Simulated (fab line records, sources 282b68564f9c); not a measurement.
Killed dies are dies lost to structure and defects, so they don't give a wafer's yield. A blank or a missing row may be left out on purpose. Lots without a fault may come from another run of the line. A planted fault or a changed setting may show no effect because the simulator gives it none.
Which tool did it? | flow rit_cmos | 14 lots, 42 wafers sampled, at 5 steps of a route of 202

WHAT THE GAUGES READ, wafer by wafer
RIT_NWELL_OVL_MEAS_06. Usual: NWELL_OVL -0.8 nm, standard deviation 1.4.
lot  | measured    | on         | NWELL_OVL (nm) | flag
L558 | day 1 22:26 | overlay-01 | -2.6 -0.5 -1.6 |
L559 | day 2 03:41 | overlay-02 | 1.5 -1.8 -2.0  |
L560 | day 2 06:20 | overlay-01 | -2.1 -1.5 -2.7 |
L561 | day 2 11:23 | overlay-01 | -0.8 -1.3 -1.2 |
L563 | day 2 23:28 | overlay-01 | -2.3 -1.8 -1.8 |
L566 | day 3 12:53 | overlay-01 | 1.4 -1.0 0.7   |
L567 | day 3 18:47 | overlay-02 | -0.1 1.4 0.6   |
L568 | day 3 23:19 | overlay-01 | -0.4 -1.1 -3.0 |
L569 | day 4 03:08 | overlay-02 | 0.5 1.5 1.9    |
L572 | day 4 18:58 | overlay-01 | -1.2 -0.8 -0.5 |
L575 | day 5 10:04 | overlay-01 | -3.8 -2.7 -3.0 |
L577 | day 5 22:26 | overlay-01 | 1.0 0.9 0.2    |
L578 | day 6 05:47 | overlay-02 | -2.1 -1.8 -1.6 |
L581 | day 6 17:31 | overlay-01 | 0.6 -1.8 -0.4  |

RIT_PLDD_OVL_MEAS_06. Usual: PLDD_OVL -1.3 nm, standard deviation 1.4.
lot  | measured    | on         | PLDD_OVL (nm)        | flag
L558 | day 2 21:18 | overlay-02 | -4.3 -1.9 -3.4       |
L559 | day 3 01:46 | overlay-02 | -1.3 -1.2 0.4        |
L560 | day 3 04:26 | overlay-01 | -0.4 -1.5 -2.7       |
L561 | day 3 09:04 | overlay-02 | -2.8 -2.0 -3.9       |
L563 | day 3 21:52 | overlay-02 | -0.8 -0.2 -0.6       |
L566 | day 4 10:47 | overlay-01 | -2.2 -2.0 -3.4       |
L567 | day 4 16:43 | overlay-02 | 1.0 -1.8 -0.3        |
L568 | day 4 21:31 | overlay-01 | -2.6 -3.1 -2.4       |
L569 | day 5 01:14 | overlay-01 | -152.1 -150.4 -150.7 | OFF
L572 | day 5 17:52 | overlay-02 | -149.0 -152.1 -150.3 | OFF
L575 | day 6 10:31 | overlay-02 | 1.2 -2.2 -0.7        |
L577 | day 6 23:08 | overlay-01 | -1.1 0.0 -1.1        |
L578 | day 7 03:24 | overlay-01 | -1.9 -1.9 0.2        |
L581 | day 7 14:55 | overlay-01 | -0.5 0.3 -0.8        |

RIT_PLDD_TW_MEAS_10. Usual: PLDD_TW 2370, standard deviation 15.
lot  | measured    | on            | PLDD_TW        | flag
L558 | day 2 21:49 | film_metro-04 | 2392 2379 2369 |
L559 | day 3 02:17 | film_metro-02 | 2347 2339 2355 |
L560 | day 3 04:57 | film_metro-04 | 2373 2366 2378 |
L561 | day 3 09:35 | film_metro-04 | 2382 2366 2366 |
L563 | day 3 22:22 | film_metro-02 | 2351 2370 2340 |
L566 | day 4 11:17 | film_metro-04 | 2378 2361 2373 |
L567 | day 4 17:14 | film_metro-04 | 2365 2372 2365 |
L568 | day 4 22:02 | film_metro-04 | 2370 2379 2368 |
L569 | day 5 01:46 | film_metro-04 | 2383 2380 2381 |
L572 | day 5 18:23 | film_metro-02 | 2357 2360 2366 |
L575 | day 6 11:01 | film_metro-02 | 2345 2347 2350 |
L577 | day 6 23:39 | film_metro-04 | 2371 2368 2368 |
L578 | day 7 03:55 | film_metro-01 | 2377 2384 2381 |
L581 | day 7 15:35 | film_metro-04 | 2386 2382 2389 |

WHICH TOOL RAN EACH LOT (tool, then ch and the chambers of the sampled wafers, then the start)
lot  | RIT_GATE_STRIP_20                   | RIT_PLDD_EXPOSE_03
L558 | plasma_asher-03 ch 0,1, day 2 15:43 | iline_stepper-02 ch 0, day 2 20:52
L559 | plasma_asher-01 ch 0,1, day 2 19:31 | iline_stepper-01 ch 0, day 3 01:15
L560 | plasma_asher-02 ch 0,1, day 2 22:44 | iline_stepper-02 ch 0, day 3 04:02
L561 | plasma_asher-02 ch 0,1, day 3 03:24 | iline_stepper-02 ch 0, day 3 08:40
L563 | plasma_asher-01 ch 0,1, day 3 16:05 | iline_stepper-01 ch 0, day 3 21:23
L566 | plasma_asher-01 ch 0,1, day 4 04:49 | iline_stepper-02 ch 0, day 4 10:23
L567 | plasma_asher-02 ch 0,1, day 4 10:47 | iline_stepper-02 ch 0, day 4 16:17
L568 | plasma_asher-03 ch 0,1, day 4 15:47 | iline_stepper-02 ch 0, day 4 21:07
L569 | plasma_asher-03 ch 0,1, day 4 19:32 | iline_stepper-01 ch 0, day 5 00:52
L572 | plasma_asher-02 ch 0,1, day 5 11:45 | iline_stepper-01 ch 0, day 5 17:29
L575 | plasma_asher-02 ch 0,1, day 6 03:22 | iline_stepper-02 ch 0, day 6 09:59
L577 | plasma_asher-02 ch 0,1, day 6 16:30 | iline_stepper-02 ch 0, day 6 22:45
L578 | plasma_asher-01 ch 0,1, day 6 21:40 | iline_stepper-02 ch 0, day 7 03:00
L581 | plasma_asher-01 ch 0,1, day 7 09:15 | iline_stepper-02 ch 0, day 7 14:31
- RIT_GATE_STRIP_20: strips in O2, time 180 s.
- RIT_PLDD_EXPOSE_03: exposes mask M8, target cd 40900 nm.

WHAT THE TOOLS THEMSELVES READ (means of the sampled wafers that have a number; where no wafer has one, the mark that the record gives instead)
RIT_GATE_STRIP_20. Usual: drypump_motor_current_A 5.6 A, standard deviation 0.35.
lot  | tool            | drypump_motor_current_A (A) | flag
L558 | plasma_asher-03 | 5.3                         |
L559 | plasma_asher-01 | 5.6                         |
L560 | plasma_asher-02 | 5.6                         |
L561 | plasma_asher-02 | 5.6                         |
L563 | plasma_asher-01 | 5.4                         |
L566 | plasma_asher-01 | 5.7                         |
L567 | plasma_asher-02 | 5.7                         |
L568 | plasma_asher-03 | 5.6                         |
L569 | plasma_asher-03 | 5.3                         |
L572 | plasma_asher-02 | 5.6                         |
L575 | plasma_asher-02 | 5.6                         |
L577 | plasma_asher-02 | 5.7                         |
L578 | plasma_asher-01 | 5.7                         |
L581 | plasma_asher-01 | 5.6                         |

RIT_PLDD_EXPOSE_03. Usual: stage_vel_mm_s 500.01 mm/s, standard deviation 0.26.
lot  | tool             | stage_vel_mm_s (mm/s) | flag
L558 | iline_stepper-02 | 500.11                |
L559 | iline_stepper-01 | 500.29                |
L560 | iline_stepper-02 | 500.04                |
L561 | iline_stepper-02 | 499.68                |
L563 | iline_stepper-01 | 500.13                |
L566 | iline_stepper-02 | 500.14                |
L567 | iline_stepper-02 | 500.02                |
L568 | iline_stepper-02 | 500.27                |
L569 | iline_stepper-01 | 500.03                |
L572 | iline_stepper-01 | 499.68                |
L575 | iline_stepper-02 | 499.91                |
L577 | iline_stepper-02 | 499.99                |
L578 | iline_stepper-02 | 500.03                |
L581 | iline_stepper-02 | 499.96                |

THE ANSWER, worked out from the rows above alone
Rule: a lot is off if the mean of its wafers that have a number lies more than 3 standard deviations from the usual mean. A lot without any number at a reading at which 4 lots or more have one is off too. The other lots that the step has rows for count as sound. The gauges are gone through in route order, then the tools' own readings, and for those a lot's mean is taken as printed above. The first step at which some lot is off is used, and at that step the reading that is off furthest; a lot without a number counts as furthest.
Off: L569, L572, at RIT_PLDD_OVL_MEAS_06 (PLDD_OVL).
A tool fits if, at a process step before that reading, it ran every lot that is off, and no sound lot after the first of them. The gauges at RIT_PLDD_OVL_MEAS_06 are tried like those tools. One fits: iline_stepper-01 at RIT_PLDD_EXPOSE_03. Its last sound lot is L563 (day 3 21:23), its first lot that is off L569 (day 5 00:52): a fault that began between those two fits.

WHAT THE SIMULATOR HAD PUT IN
Scanner matching overlay: iline_stepper-01, from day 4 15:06 on, at RIT_PLDD_EXPOSE_03. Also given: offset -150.
Lots struck among those shown: L569, L572. The rule above found the same.
